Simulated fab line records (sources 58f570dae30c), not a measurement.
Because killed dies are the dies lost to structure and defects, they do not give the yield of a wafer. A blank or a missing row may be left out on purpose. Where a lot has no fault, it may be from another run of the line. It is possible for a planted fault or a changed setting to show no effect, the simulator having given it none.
Split-lot trial    flow berkeley_cmos170    27 wafers read across 5 lots, on a route 331 steps long

## THE SPLIT
At UCB170_FIELD_OXIDATION_01 (target thk 558.3 nm, ox time 7200 s), the setting ox_time_s was moved away from the recipe's 7200 s on 18 of the 27 wafers read, by -43.0% to +30.1%. For the rest of the wafers, this setting stayed at what the recipe calls for.

## FROM THE SPLIT TO THE READING: what the file shows between them, 9 steps
- UCB170_FIELD_THK_MEAS_02
- UCB170_FIELD_ANNEAL_03: time 1200 s
- UCB170_FIELD_WET_ETCH_04: etches SiO2 in dHF, time 60.94 s
- UCB170_FIELD_WET_ETCH_05: etches Si3N4 in H3PO4, time 12600 s
- UCB170_FIELD_WET_ETCH_06: etches SiO2 in BOE, time 22 s
- UCB170_FIELD_THK_MEAS_90
- UCB170_SACOX_CLEAN_00: cleans in dHF, time 7.5 s
- UCB170_SACOX_OXIDATION_01: target thk 14.4 nm, ox time 2400 s
- UCB170_GATE_WET_ETCH_00: etches SiO2 in dHF, time 200 s

## THE READING
FIELD_OXIDE_LEFT_2_THK, in nm, at UCB170_FIELD_THK_MEAS_91. Fault-free wafers of this fab line usually give 352 nm, standard deviation 8.9 nm.

wafer   tool, chamber at the split  ox_time_s as run, s  against the recipe  FIELD_OXIDE_LEFT_2_THK, nm  against lot-mates on the recipe
L074.1  furnace-04, 0               7200                 recipe              356                         -
L074.5  furnace-04, 0               7200                 recipe              354                         -
L074.6  furnace-04, 0               7200                 recipe              359                         -
L081.1  -, -                        4951                 -31.2%              224                         no lot-mate on the recipe
L081.2  -, -                        4951                 -31.2%              229                         no lot-mate on the recipe
L081.3  -, -                        4951                 -31.2%              220                         no lot-mate on the recipe
L081.4  -, -                        4951                 -31.2%              224                         no lot-mate on the recipe
L081.5  -, -                        4951                 -31.2%              232                         no lot-mate on the recipe
L081.6  -, -                        4951                 -31.2%              227                         no lot-mate on the recipe
L079.1  -, -                        7200                 recipe              359                         -
L079.2  -, -                        7200                 recipe              368                         -
L079.3  -, -                        7200                 recipe              377                         -
L079.4  -, -                        7200                 recipe              359                         -
L079.5  -, -                        7200                 recipe              368                         -
L079.6  -, -                        7200                 recipe              376                         -
L082.1  -, -                        4105                 -43.0%              170                         no lot-mate on the recipe
L082.2  -, -                        4105                 -43.0%              165                         no lot-mate on the recipe
L082.3  -, -                        4105                 -43.0%              168                         no lot-mate on the recipe
L082.4  -, -                        4105                 -43.0%              171                         no lot-mate on the recipe
L082.5  -, -                        4105                 -43.0%              175                         no lot-mate on the recipe
L082.6  -, -                        4105                 -43.0%              171                         no lot-mate on the recipe
L085.1  -, -                        9368                 +30.1%              461                         no lot-mate on the recipe
L085.2  -, -                        9368                 +30.1%              462                         no lot-mate on the recipe
L085.3  -, -                        9368                 +30.1%              468                         no lot-mate on the recipe
L085.4  -, -                        9368                 +30.1%              460                         no lot-mate on the recipe
L085.5  -, -                        9368                 +30.1%              469                         no lot-mate on the recipe
L085.6  -, -                        9368                 +30.1%              467                         no lot-mate on the recipe

THE FIT
A straight line over all 27 wafers: FIELD_OXIDE_LEFT_2_THK changes by +4.07 nm for each +1% of ox_time_s; r = +1.00; the points scatter about the line by 11 nm.
Too few moved wafers with a lot-mate on the recipe to fit a line net of each lot's own level.

## THE WHOLE CHAIN: every reading that the file lists as answering this split, in the file's order
step                       what it does                         reading                                                                             change (the file's fit)               r (the file's)
UCB170_FIELD_OXIDATION_01  target thk 558.3 nm, ox time 7200 s  SiO2_of_FIELD_OXIDATION_01.thk_nm (the simulator's own value, which no gauge read)  +4.07 nm for each +1% of the setting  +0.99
UCB170_FIELD_THK_MEAS_02                                        FIELD_OXIDE_THK                                                                     +4.07 for each +1% of the setting     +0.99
UCB170_FIELD_THK_MEAS_90                                        FIELD_OXIDE_LEFT_1_THK                                                              +4.07 for each +1% of the setting     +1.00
UCB170_FIELD_THK_MEAS_91                                        FIELD_OXIDE_LEFT_2_THK                                                              +4.07 for each +1% of the setting     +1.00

## FILE'S OWN FIT
FIELD_OXIDE_LEFT_2_THK changes by +4.07 nm for each +1% of ox_time_s, r = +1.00.
